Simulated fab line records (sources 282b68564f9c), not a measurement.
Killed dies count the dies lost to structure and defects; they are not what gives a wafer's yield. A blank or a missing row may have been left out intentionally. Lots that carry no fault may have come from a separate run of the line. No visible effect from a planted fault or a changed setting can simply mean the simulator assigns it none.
Comparing a struck lot with a sound one | flow rit-cmos | 17 steps out of a route of 202
Sound: these wafers, L159.4, L159.5, L159.6. Wafers struck: L157.3, L157.5, L157.6. At the end, the cause is stated.
At each step with rows: each side's tool, then ch and its chambers, then its first start. Under that, the readings that differ: sound wafers | struck wafers | difference of the means | sigmas: that difference in standard deviations of wafers without a fault.
alike: words and numbers the same on both sides, and readings whose means are apart by under 2 such deviations; not compared: readings that were withheld, readings missing a value for some wafer, numbers with overlapping values and no deviation given by the record, and bounds like >300 which may hide the same value.
Wherever a step has rows on one side only, a row that says differs or no value, or a row with sigmas, the two part there. Non-overlapping numbers with no deviation appear without sigmas and do not part them. A reading that every wafer of one side lacks parts them only if that side has two wafers or more.

first, 2 steps without rows for these wafers: RIT_NRETRO_HARDBAKE_07 (time 120 s); RIT_NRETRO_IMPLANT_08.
RIT_NRETRO_STRIP_09: strips in O2, time 180 s.
  sound on plasma-asher-02 ch 0,1, day 6 02:49; struck on plasma-asher-04 ch 0,1, day 5 15:37
  alike: drypump-motor-current-A
  not compared: rf-hours-counter-h
RIT_NRETRO_TW_MEAS_10:
  sound on film-metro-02 at day 6 02:58; struck on film-metro-03 at day 5 15:45
  alike: NRETRO_TW
then, 6 steps without rows for these wafers: RIT_PRETRO_HMDS_00 (prime time 60 s); RIT_PRETRO_COAT_01 (resist thk 1300 nm); RIT_PRETRO_SOFTBAKE_02 (time 60 s); RIT_PRETRO_EXPOSE_03 (exposes mask M5, target cd 43700 nm); RIT_PRETRO_PEB_04; RIT_PRETRO_DEVELOP_05 (develop time 68 s).
RIT_PRETRO_OVL_MEAS_06:
  sound on overlay-01 at day 6 03:53; struck on overlay-02 at day 5 16:49
  alike: PRETRO_OVL
then, 1 step without rows for these wafers: RIT_PRETRO_HARDBAKE_07 (time 120 s).
RIT_PRETRO_IMPLANT_08:
  sound on implanter-04 ch 0, day 6 04:14; struck on implanter-01 ch 0, day 5 17:08
  reading                   | sound                | struck               | difference | sigmas
  beam-energy-keV           | 45.024 44.984 44.985 | 34.857 34.855 34.860 | -10.140    | -99 or more
  model.implant.rp-nm (nm)  | 143.2 143.2 143.2    | 109.4 109.4 109.4    | -33.8      |
  model.implant.drp-nm (nm) | 55.07 55.07 55.07    | 47.4 47.4 47.4       | -7.7       |
  alike: end-station-pressure-torr
RIT_PRETRO_STRIP_09: strips in O2, time 180 s.
  sound on plasma-asher-03 ch 0,1, day 6 04:22; struck on plasma-asher-01 ch 0,1, day 5 17:17
  alike: drypump-motor-current-A
  not compared: rf-hours-counter-h
RIT_PRETRO_TW_MEAS_10:
  sound on film-metro-01 at day 6 04:31; struck on film-metro-01 at day 5 17:26
  reading   | sound       | struck      | difference | sigmas
  PRETRO_TW | 483 480 477 | 465 464 462 | -16        | -4
then, 1 step without rows for these wafers: RIT_GATE_WET_ETCH_00 (etches SiO2 in BOE, target depth 56 nm, time 62.62 s).
RIT_M1_PROBE_99:
  sound on prober-01 at day 7 07:52; struck on prober-01 at day 6 19:44
  reading                                    | sound                | struck              | difference | sigmas
  model.etest.nmos_0p3.r-on-ohm-um           | 2147 2132 2129       | 2283 2283 2288      | +149       |
  model.etest.nmos-turned.drive-ua-um        | 337.1 334.8 337.5    | 302.5 291 297.2     | -39.6      |
  model.etest.nmos_0p15.drive-ua-um          | 478.7 476.7 483      | 428.1 426.7 429.1   | -51.5      |
  model.etest.nmos-narrow.drive-ua-um        | 231.8 235.8 234.3    | 207.9 202.5 200.8   | -30.2      |
  model.etest.nmos_0p3.drive-ua-um           | 227.4 226.4 230      | 200.5 200.3 197.3   | -28.6      |
  model.etest.nmos_0p15.swing-mv-dec         | 86.29 85.97 86.3     | 86.54 86.38 86.63   | +0.33      |
  model.etest.retro-edge-nmos.off-log10-a-um | -9.567 -9.897 -9.633 | -11.2 -11.18 -11.23 | -1.5       |
  model.etest.nmos_0p15.off-log10-a-um       | -9.758 -10 -9.701    | -11.27 -11.5 -11.29 | -1.53      |
  alike: killed-at-contacts, killed-at-front-end, killed-dies, killed-open, killed-short

== WHERE THEY PART ==
Last at RIT_PRETRO_TW_MEAS_10 as far as this record goes, first at RIT_PRETRO_IMPLANT_08. Later steps at which nothing parts them and some readings are alike: RIT_M1_PROBE_99.

WHY: what had been put in by the simulator
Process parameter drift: implanter-01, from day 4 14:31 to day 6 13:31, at RIT_PRETRO_IMPLANT_08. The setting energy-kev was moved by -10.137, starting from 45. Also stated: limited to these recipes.
